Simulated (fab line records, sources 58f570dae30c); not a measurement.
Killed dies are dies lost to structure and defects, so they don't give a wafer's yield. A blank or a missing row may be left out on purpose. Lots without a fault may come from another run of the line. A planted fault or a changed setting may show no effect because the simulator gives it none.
A struck lot beside a sound one | flow berkeley_cmos170 | 17 steps out of a route of 331
Sound: wafers L441.3, L441.4, L441.5. Struck: wafers L453.1, L453.3, L453.4. The cause comes at the end.
At each step with rows: each side's tool, then ch and its chambers, then its first start. Under that, the readings that differ: sound wafers | struck wafers | difference of the means | sigmas: that difference in standard deviations of wafers without a fault.
alike: readings whose means differ by less than 2 such deviations, and words and numbers that are the same on both sides. not compared: withheld readings, readings that some wafer has no value for, bounds like >300 that may hide the same value, and numbers for which the record gives no deviation and whose values overlap.
The two part at a step that has a row with sigmas, a row that says differs or no value, or rows on one side only. Numbers that don't overlap but have no deviation are shown without sigmas and don't part them. A reading that every wafer of one side lacks parts them only if that side has two wafers or more.

UCB170_NWELL_THK_MEAS_02:
  sound on film_metro-02, day 2 08:46; struck on film_metro-02, day 4 14:13
  alike: NWELL_OXIDE_THK
then, 2 steps without rows for these wafers: UCB170_NWELL_ANNEAL_03 (time 900 s); UCB170_NWELL_CVD_04 (deposits Si3N4 from SiH2Cl2/NH3, target thk 224 nm, time 3360 s).
UCB170_NWELL_THK_MEAS_05:
  sound on film_metro-02, day 2 17:39; struck on film_metro-04, day 4 17:52
  alike: NWELL_NITRIDE_THK
then, 6 steps without rows for these wafers: UCB170_NWELL_HMDS_06 (prime time 60 s); UCB170_NWELL_COAT_07 (resist thk 900 nm); UCB170_NWELL_SOFTBAKE_08 (time 60 s); UCB170_NWELL_EXPOSE_09 (exposes mask NWELL, target cd 3000 nm); UCB170_NWELL_PEB_10; UCB170_NWELL_DEVELOP_11 (develop time 45 s).
UCB170_NWELL_OVL_MEAS_12:
  sound on overlay-01, day 2 18:33; struck on overlay-01, day 4 20:37
  alike: NWELL_OVL
UCB170_NWELL_ETCH_13: etches Si3N4 in CH3F/Ar/O2, stops on SiO2, target depth 246.4 nm, time 154 s.
  sound on rie_diel-02 ch 1,2, day 2 18:34; struck on rie_diel-04 ch 0,1,3, day 4 20:40
  alike: drypump_motor_current_A, oes_product_au, throttle_valve_pct
  not compared: rf_hours_counter_h
UCB170_NWELL_IMPLANT_14:
  sound on implanter-03 ch 0, day 2 18:46; struck on implanter-04 ch 0, day 4 20:46
  reading                   | sound                | struck               | difference | sigmas
  beam_energy_keV           | 149.94 149.98 149.95 | 118.53 118.49 118.47 | -31.46     | -99 or more
  model.implant.rp_nm (nm)  | 185.4 185.4 185.4    | 153.4 153.4 153.4    | -32.0      |
  model.implant.drp_nm (nm) | 62.72 62.72 62.72    | 52.19 52.19 52.19    | -10.53     |
  alike: end_station_pressure_torr
UCB170_NWELL_STRIP_15: strips in O2.
  sound on plasma_asher-04 ch 0,1, day 2 19:01; struck on plasma_asher-02 ch 0,1, day 4 20:55
  alike: drypump_motor_current_A, oes_product_au, strip_time_to_endpoint_s
  not compared: rf_hours_counter_h
UCB170_NWELL_TW_MEAS_16:
  sound on film_metro-01, day 2 19:05; struck on film_metro-01, day 4 21:01
  reading  | sound          | struck         | difference | sigmas
  NWELL_TW | 1249 1241 1243 | 1190 1192 1195 | -52        | -5
then, 2 steps without rows for these wafers: UCB170_NWELL_CLEAN_17 (cleans in SPM, time 600 s); UCB170_M3_PROBE_99.

WHERE THEY PART
First at UCB170_NWELL_IMPLANT_14; last, within this record, at UCB170_NWELL_TW_MEAS_16.

WHY: what the simulator had put in
Process parameter drift: implanter-04, from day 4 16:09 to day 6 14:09, at UCB170_NWELL_IMPLANT_14. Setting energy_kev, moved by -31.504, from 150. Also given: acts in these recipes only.
